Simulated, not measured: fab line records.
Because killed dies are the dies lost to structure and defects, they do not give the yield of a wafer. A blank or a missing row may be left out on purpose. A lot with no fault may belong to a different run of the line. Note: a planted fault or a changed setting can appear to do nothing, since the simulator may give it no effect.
Tool commonality check	flow berkeley cmos170	15 lots, 45 wafers sampled

== WHAT PROMPTED THE OPENING ==
Of 15 lots, 3 have the reading SCREENOX_OXIDE_THK flagged at UCB170_SCREENOX_THK_MEAS_02. No-fault wafers: 14.39 nm, standard deviation 0.28.
Rule: a lot gets a flag if all its wafers with a number sit over 4 standard deviations from that mean, or if no wafer of it has a number. As for the other lots, they are considered sound.

lot	measured	on	SCREENOX_OXIDE_THK (nm), wafer by wafer	flag
L910	day 5 03:59	film metro-02	15.17 15.08 15.11	
L911	day 5 14:17	film metro-01	14.13 14.39 14.33	
L912	day 5 14:18	film metro-02	14.31 14.28 14.43	
L914	day 6 03:04	film metro-03	14.58 14.33 14.36	
L916	day 6 12:54	film metro-03	14.55 14.50 14.33	
L919	day 7 02:20	film metro-01	15.18 14.79 15.01	
L918	day 7 05:27	film metro-01	23.01 22.89 23.12	FLAGGED
L924	day 8 05:28	film metro-03	21.72 21.66 21.62	FLAGGED
L927	day 8 18:28	film metro-02	22.51 22.39 22.78	FLAGGED
L928	day 9 01:58	film metro-01	14.34 14.31 14.34	
L929	day 9 01:58	film metro-03	14.68 14.79 14.66	
L930	day 9 13:52	film metro-03	14.33 14.28 14.16	
L931	day 9 13:52	film metro-02	14.39 14.24 14.37	
L932	day 10 01:32	film metro-03	14.65 14.51 14.60	
L933	day 10 01:32	film metro-02	14.47 14.48 14.63	
On average the flagged lots' numbers are 22.41 nm, which is +8.02 nm against the usual, or +29 standard deviations.

== EACH LOT AND THE TOOL IT RAN ON ==
The record keeps 1 process step preceding the reading, out of 331 steps on the route. Cell contents, in order: the tool; ch with the chambers the sampled wafers went through; the start.
lot	flag	UCB170_SCREENOX_OXIDATION_01
L910		furnace-01 ch 0, day 5 02:19
L911		furnace-03 ch 0, day 5 12:37
L912		furnace-03 ch 0, day 5 12:37
L914		furnace-01 ch 0, day 6 01:25
L916		furnace-04 ch 0, day 6 11:14
L919		furnace-01 ch 0, day 7 00:37
L918	FLAGGED	furnace-01 ch 0, day 7 00:37
L924	FLAGGED	furnace-04 ch 0, day 8 00:53
L927	FLAGGED	furnace-04 ch 0, day 8 14:53 and furnace-03 ch 0, day 8 16:46
L928		furnace-04 ch 0, day 9 00:18
L929		furnace-04 ch 0, day 9 00:18
L930		furnace-03 ch 0, day 9 12:11
L931		furnace-03 ch 0, day 9 12:11
L932		furnace-03 ch 0, day 9 23:51
L933		furnace-03 ch 0, day 9 23:51
What these steps do:
- UCB170_SCREENOX_OXIDATION_01: target thk 14.4 nm, ox time 2400 s.
- UCB170_SCREENOX_THK_MEAS_02

== FLAGGED OVER TOTAL, TOOL BY TOOL (the gauges that took the reading come last) ==
step	tool	lots run	flagged	share of the flagged lots	sound lots run after its first flagged lot
UCB170_SCREENOX_OXIDATION_01	furnace-01	4	1	some	0
UCB170_SCREENOX_OXIDATION_01	furnace-03	7	1	some	4 (L930,L931,L932,L933)
UCB170_SCREENOX_OXIDATION_01	furnace-04	5	2	some	2 (L928,L929)
UCB170_SCREENOX_THK_MEAS_02	film metro-01	4	1	some	1 (L928)
UCB170_SCREENOX_THK_MEAS_02	film metro-02	5	1	some	2 (L931,L933)
UCB170_SCREENOX_THK_MEAS_02	film metro-03	6	1	some	3 (L929,L930,L932)

== WHAT THE TABLE ALLOWS ==
No row of the table ran every flagged lot.

== WHAT THE SIMULATOR PUT IN ==
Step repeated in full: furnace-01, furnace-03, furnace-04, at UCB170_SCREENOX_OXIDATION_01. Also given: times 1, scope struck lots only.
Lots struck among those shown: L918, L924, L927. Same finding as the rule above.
